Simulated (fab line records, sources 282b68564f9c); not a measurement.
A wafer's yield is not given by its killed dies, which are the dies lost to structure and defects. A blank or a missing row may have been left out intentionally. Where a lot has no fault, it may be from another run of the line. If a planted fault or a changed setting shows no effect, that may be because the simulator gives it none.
Split-lot experiment || flow rit-cmos || on a route of 202 steps: 5 lots, 23 wafers read

## THE SPLIT ITSELF
At RIT_PLDD_IMPLANT_08, the setting dose-cm2 was moved away from the recipe's 9e+14 on 5 of the 23 wafers read, by -6.5% to -4.8%. All remaining wafers had this setting at the recipe value.

## FROM THE SPLIT TO THE READING: what the file shows between them, 17 steps
- RIT_PLDD_STRIP_09: strips in O2, time 180 s
- RIT_PLDD_TW_MEAS_10
- RIT_SPACER_CLEAN_00: cleans in SC1, time 600 s
- RIT_SPACER_CVD_03: deposits Si3N4 from SiH2Cl2/NH3, target thk 250 nm, time 3300 s (also split here: nh3-flow-sccm)
- RIT_NSD_COAT_01: resist thk 1000 nm (also split here: spin-rpm)
- RIT_NSD_SOFTBAKE_02: time 60 s
- RIT_NSD_EXPOSE_03: exposes mask M9, target cd 40700 nm
- RIT_NSD_DEVELOP_05: develop time 50 s
- RIT_NSD_HARDBAKE_07: time 60 s
- RIT_NSD_IMPLANT_08 (also split here: dose-cm2)
- RIT_NSD_STRIP_09: strips in O2, time 180 s
- RIT_NSD_TW_MEAS_10
- RIT_SDANNEAL_CLEAN_00: cleans in SC1, time 600 s (also split here: temp-c)
- RIT_SDANNEAL_CLEAN_01: cleans in dHF, time 30 s
- RIT_SDANNEAL_CLEAN_02: cleans in SC2, time 600 s
- RIT_SDANNEAL_RTA_03: time 5 s
- RIT_SDANNEAL_RS_MEAS_05: measures by four-point-probe

## THE READING
PLDD_RS in ohm/sq, measured at RIT_SDANNEAL_RS_MEAS_06 by four-point-probe. Typical for fault-free wafers on this fab line: 178.7 ohm/sq, with standard deviation 0.43 ohm/sq.

{"wafer": "L074.2", "tool, chamber at the split": "implanter-02, 0", "dose-cm2 as run": 9e+14, "against the recipe": "recipe", "PLDD_RS, ohm/sq": 179.0, "against lot-mates on the recipe": "-"}
{"wafer": "L074.3", "tool, chamber at the split": "implanter-02, 0", "dose-cm2 as run": 9e+14, "against the recipe": "recipe", "PLDD_RS, ohm/sq": 178.7, "against lot-mates on the recipe": "-"}
{"wafer": "L074.4", "tool, chamber at the split": "implanter-02, 0", "dose-cm2 as run": 9e+14, "against the recipe": "recipe", "PLDD_RS, ohm/sq": 178.8, "against lot-mates on the recipe": "-"}
{"wafer": "L074.5", "tool, chamber at the split": "implanter-02, 0", "dose-cm2 as run": 9e+14, "against the recipe": "recipe", "PLDD_RS, ohm/sq": 178.8, "against lot-mates on the recipe": "-"}
{"wafer": "L074.6", "tool, chamber at the split": "implanter-02, 0", "dose-cm2 as run": 9e+14, "against the recipe": "recipe", "PLDD_RS, ohm/sq": 178.9, "against lot-mates on the recipe": "-"}
{"wafer": "L077.3", "tool, chamber at the split": "implanter-04, 0", "dose-cm2 as run": 9e+14, "against the recipe": "recipe", "PLDD_RS, ohm/sq": 178.8, "against lot-mates on the recipe": "-"}
{"wafer": "L077.4", "tool, chamber at the split": "implanter-04, 0", "dose-cm2 as run": 9e+14, "against the recipe": "recipe", "PLDD_RS, ohm/sq": 179.3, "against lot-mates on the recipe": "-"}
{"wafer": "L077.5", "tool, chamber at the split": "implanter-04, 0", "dose-cm2 as run": 9e+14, "against the recipe": "recipe", "PLDD_RS, ohm/sq": 179.2, "against lot-mates on the recipe": "-"}
{"wafer": "L078.1", "tool, chamber at the split": "implanter-02, 0", "dose-cm2 as run": 8.567e+14, "against the recipe": "-4.8%", "PLDD_RS, ohm/sq": 182.4, "against lot-mates on the recipe": "+4.2"}
{"wafer": "L078.2", "tool, chamber at the split": "implanter-02, 0", "dose-cm2 as run": 8.567e+14, "against the recipe": "-4.8%", "PLDD_RS, ohm/sq": 182.7, "against lot-mates on the recipe": "+4.5"}
{"wafer": "L078.3", "tool, chamber at the split": "implanter-02, 0", "dose-cm2 as run": 9e+14, "against the recipe": "recipe", "PLDD_RS, ohm/sq": 178.1, "against lot-mates on the recipe": "-"}
{"wafer": "L078.5", "tool, chamber at the split": "implanter-02, 0", "dose-cm2 as run": 9e+14, "against the recipe": "recipe", "PLDD_RS, ohm/sq": 178.0, "against lot-mates on the recipe": "-"}
{"wafer": "L078.6", "tool, chamber at the split": "implanter-02, 0", "dose-cm2 as run": 9e+14, "against the recipe": "recipe", "PLDD_RS, ohm/sq": 178.4, "against lot-mates on the recipe": "-"}
{"wafer": "L081.1", "tool, chamber at the split": "implanter-04, 0", "dose-cm2 as run": 9e+14, "against the recipe": "recipe", "PLDD_RS, ohm/sq": 179.0, "against lot-mates on the recipe": "-"}
{"wafer": "L081.3", "tool, chamber at the split": "implanter-04, 0", "dose-cm2 as run": 9e+14, "against the recipe": "recipe", "PLDD_RS, ohm/sq": 178.5, "against lot-mates on the recipe": "-"}
{"wafer": "L081.4", "tool, chamber at the split": "implanter-04, 0", "dose-cm2 as run": 9e+14, "against the recipe": "recipe", "PLDD_RS, ohm/sq": 178.0, "against lot-mates on the recipe": "-"}
{"wafer": "L081.5", "tool, chamber at the split": "implanter-04, 0", "dose-cm2 as run": 9e+14, "against the recipe": "recipe", "PLDD_RS, ohm/sq": 178.7, "against lot-mates on the recipe": "-"}
{"wafer": "L081.6", "tool, chamber at the split": "implanter-04, 0", "dose-cm2 as run": 9e+14, "against the recipe": "recipe", "PLDD_RS, ohm/sq": 178.7, "against lot-mates on the recipe": "-"}
{"wafer": "L084.1", "tool, chamber at the split": "implanter-04, 0", "dose-cm2 as run": 8.416e+14, "against the recipe": "-6.5%", "PLDD_RS, ohm/sq": 185.6, "against lot-mates on the recipe": "+6.9"}
{"wafer": "L084.2", "tool, chamber at the split": "implanter-04, 0", "dose-cm2 as run": 9e+14, "against the recipe": "recipe", "PLDD_RS, ohm/sq": 178.9, "against lot-mates on the recipe": "-"}
{"wafer": "L084.3", "tool, chamber at the split": "implanter-04, 0", "dose-cm2 as run": 8.416e+14, "against the recipe": "-6.5%", "PLDD_RS, ohm/sq": 184.7, "against lot-mates on the recipe": "+6.0"}
{"wafer": "L084.4", "tool, chamber at the split": "implanter-04, 0", "dose-cm2 as run": 8.416e+14, "against the recipe": "-6.5%", "PLDD_RS, ohm/sq": 185.3, "against lot-mates on the recipe": "+6.6"}
{"wafer": "L084.6", "tool, chamber at the split": "implanter-04, 0", "dose-cm2 as run": 9e+14, "against the recipe": "recipe", "PLDD_RS, ohm/sq": 178.5, "against lot-mates on the recipe": "-"}

THE FIT
A straight line over all 23 wafers: PLDD_RS changes by -0.954 ohm/sq for each +1% of dose-cm2; r = -0.98; the points scatter about the line by 0.45 ohm/sq.
The same after taking each lot's own level away (the mean of its wafers on the recipe; 23 wafers): -0.979 ohm/sq for each +1%; r = -0.99; scatter 0.28 ohm/sq.
On that fit, the largest move of dose-cm2 shifts the reading by 6.4 ohm/sq.
Across the lots, their own levels run from 178.17 to 179.10 ohm/sq, a range of 2.2 times the standard deviation given above.
Hence the lot-to-lot level has little effect on the slope; both slopes agree.
Check: with one of the wafers moved furthest among these (-6.5%) left out of the fit, the line predicts +6.16 ohm/sq for it against its lot-mates. Against them it came out at +6.9 ohm/sq.

## OTHER SPLITS ON THESE WAFERS
These wafers also went through other splits before the reading. Each is held against what the fit with the lots' levels taken away leaves over:
{"other split on the same wafers": "RIT_SPACER_CVD_03 nh3-flow-sccm", "wafers away from the commonest value": 5, "r with PLDD_RS (lot level and that fit taken away)": -0.24}
{"other split on the same wafers": "RIT_NSD_COAT_01 spin-rpm", "wafers away from the commonest value": 10, "r with PLDD_RS (lot level and that fit taken away)": "+0.09"}
{"other split on the same wafers": "RIT_NSD_IMPLANT_08 dose-cm2", "wafers away from the commonest value": 4, "r with PLDD_RS (lot level and that fit taken away)": "+0.24"}
{"other split on the same wafers": "RIT_SDANNEAL_CLEAN_00 temp-c", "wafers away from the commonest value": 15, "r with PLDD_RS (lot level and that fit taken away)": -0.03}

## THE WHOLE CHAIN: every reading that the file lists as answering this split, in the file's order
{"step": "RIT_PLDD_TW_MEAS_10", "what it does": "", "reading": "PLDD_TW", "change (the file's fit)": "+7.4 for each +1% of the setting", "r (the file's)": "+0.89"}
{"step": "RIT_SDANNEAL_RS_MEAS_06", "what it does": "measures by four-point-probe", "reading": "PLDD_RS", "change (the file's fit)": "-0.971 for each +1% of the setting", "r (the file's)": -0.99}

## FILE'S OWN FIT
PLDD_RS changes by -0.971 ohm/sq for each +1% of dose-cm2, r = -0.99.
